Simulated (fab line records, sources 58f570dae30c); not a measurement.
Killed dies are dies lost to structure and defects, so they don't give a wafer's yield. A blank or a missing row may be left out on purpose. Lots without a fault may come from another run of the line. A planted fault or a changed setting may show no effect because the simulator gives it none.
A struck lot beside a sound one | flow berkeley_cmos170 | 43 steps out of a route of 331
Sound: wafers L852.2, L852.3, L852.6. Struck: wafers L848.3, L848.4, L848.5. The cause comes at the end.
At each step with rows: each side's tool, then ch and its chambers, then its first start. Under that, the readings that differ: sound wafers | struck wafers | difference of the means | sigmas: that difference in standard deviations of wafers without a fault.
alike: readings whose means differ by less than 2 such deviations, and words and numbers that are the same on both sides. not compared: withheld readings, readings that some wafer has no value for, bounds like >300 that may hide the same value, and numbers for which the record gives no deviation and whose values overlap.
The two part at a step that has a row with sigmas, a row that says differs or no value, or rows on one side only. Numbers that don't overlap but have no deviation are shown without sigmas and don't part them. A reading that every wafer of one side lacks parts them only if that side has two wafers or more.

first, 1 step without rows for these wafers: UCB170_GATE_CVD_04 (deposits poly-Si from SiH4, time 1440 s, target thk 214 nm).
UCB170_GATE_THK_MEAS_05:
  sound on film_metro-01, day 10 20:01; struck on film_metro-02, day 10 02:49
  alike: GATE_POLY_THK
then, 6 steps without rows for these wafers: UCB170_GATE_COAT_06; UCB170_GATE_COAT_07 (resist thk 889.9 nm); UCB170_GATE_SOFTBAKE_08 (time 60 s); UCB170_GATE_EXPOSE_09 (exposes mask POLY, target cd 350 nm); UCB170_GATE_PEB_10; UCB170_GATE_DEVELOP_11 (develop time 45 s).
UCB170_GATE_CD_MEAS_12: target cd 350 nm.
  sound on cd_sem-01, day 10 21:10; struck on cd_sem-01, day 10 04:59
  alike: cd_nm
UCB170_GATE_OVL_MEAS_13:
  sound on overlay-01, day 10 21:17; struck on overlay-02, day 10 05:04
  alike: GATE_OVL
UCB170_GATE_ETCH_14: etches BARC in N2/H2.
  sound on rie_diel-01 ch 2,3, day 10 21:19; struck on rie_diel-01 ch 0,1,2, day 10 05:06
  alike: drypump_motor_current_A, oes_product_au, throttle_valve_pct
UCB170_GATE_ETCH_15: etches poly-Si in HBr/Cl2, stops on SiO2, time 56.3 s, target depth 278.2 nm.
  sound on rie_si-02 ch 0,1,3, day 10 21:21; struck on rie_si-01 ch 0,1,3, day 10 05:08
  alike: drypump_motor_current_A, oes_product_au, throttle_valve_pct
  not compared: rf_hours_counter_h
UCB170_GATE_STRIP_16: strips in O2.
  sound on plasma_asher-04 ch 0,1, day 10 21:24; struck on plasma_asher-03 ch 0,1, day 10 05:13
  alike: drypump_motor_current_A, oes_product_au
  not compared: rf_hours_counter_h
UCB170_GATE_CD_MEAS_90: target cd 350 nm.
  sound on cd_sem-01, day 10 21:31; struck on cd_sem-01, day 10 05:20
  alike: cd_nm
then, 7 steps without rows for these wafers: UCB170_GATE_CLEAN_17 (cleans in SPM, time 600 s); UCB170_PLDD_HMDS_00 (prime time 60 s); UCB170_PLDD_COAT_01 (resist thk 900 nm); UCB170_PLDD_SOFTBAKE_02 (time 60 s); UCB170_PLDD_EXPOSE_03 (exposes mask PSELECT, target cd 1200 nm); UCB170_PLDD_PEB_04; UCB170_PLDD_DEVELOP_05 (develop time 45 s).
UCB170_PLDD_CD_MEAS_06: target cd 1200 nm.
  sound on cd_sem-01, day 10 22:59; struck on cd_sem-02, day 10 06:52
  alike: cd_nm
UCB170_PLDD_OVL_MEAS_07:
  sound on overlay-01, day 10 23:05; struck on overlay-01, day 10 06:58
  alike: PLDD_OVL
then, 2 steps without rows for these wafers: UCB170_PLDD_IMPLANT_08; UCB170_PLDD_IMPLANT_09.
UCB170_PLDD_STRIP_10: strips in O2.
  sound on plasma_asher-03 ch 0,1, day 10 23:25; struck on plasma_asher-02 ch 0,1, day 10 07:19
  alike: drypump_motor_current_A, oes_product_au, strip_time_to_endpoint_s
  not compared: rf_hours_counter_h
UCB170_PLDD_TW_MEAS_11:
  sound on film_metro-02, day 10 23:32; struck on film_metro-03, day 10 07:25
  alike: PLDD_TW
then, 7 steps without rows for these wafers: UCB170_PLDD_CLEAN_12 (cleans in SPM, time 600 s); UCB170_NLDD_HMDS_00 (prime time 60 s); UCB170_NLDD_COAT_01 (resist thk 900 nm); UCB170_NLDD_SOFTBAKE_02 (time 60 s); UCB170_NLDD_EXPOSE_03 (exposes mask NSELECT, target cd 1200 nm); UCB170_NLDD_PEB_04; UCB170_NLDD_DEVELOP_05 (develop time 45 s).
UCB170_NLDD_CD_MEAS_06: target cd 1200 nm.
  sound on cd_sem-02, day 11 00:37; struck on cd_sem-02, day 10 09:40
  alike: cd_nm
UCB170_NLDD_OVL_MEAS_07:
  sound on overlay-02, day 11 00:44; struck on overlay-02, day 10 09:45
  alike: NLDD_OVL
then, 2 steps without rows for these wafers: UCB170_NLDD_IMPLANT_08; UCB170_NLDD_IMPLANT_09.
UCB170_NLDD_STRIP_10: strips in O2.
  sound on plasma_asher-04 ch 0,1, day 11 01:04; struck on plasma_asher-04 ch 0,1, day 10 10:07
  alike: drypump_motor_current_A, oes_product_au, strip_time_to_endpoint_s
  not compared: rf_hours_counter_h
UCB170_NLDD_TW_MEAS_11:
  sound on film_metro-03, day 11 01:10; struck on film_metro-03, day 10 10:12
  alike: NLDD_TW
then, 1 step without rows for these wafers: UCB170_NLDD_CLEAN_12 (cleans in SPM, time 600 s).
UCB170_SPACER_CVD_00: deposits SiO2 from TEOS/O2, target thk 376 nm, time 47 s.
  sound on pecvd-01 ch 0,2, day 11 01:34; struck on pecvd-01 ch 0,1, day 10 11:25
  alike: heater_power_w
UCB170_M3_PROBE_99:
  the record has rows for the struck wafers here (prober-01, day 12 03:02) and none for the sound ones

WHERE THEY PART
Only at UCB170_M3_PROBE_99, within this record.

WHY: what the simulator had put in
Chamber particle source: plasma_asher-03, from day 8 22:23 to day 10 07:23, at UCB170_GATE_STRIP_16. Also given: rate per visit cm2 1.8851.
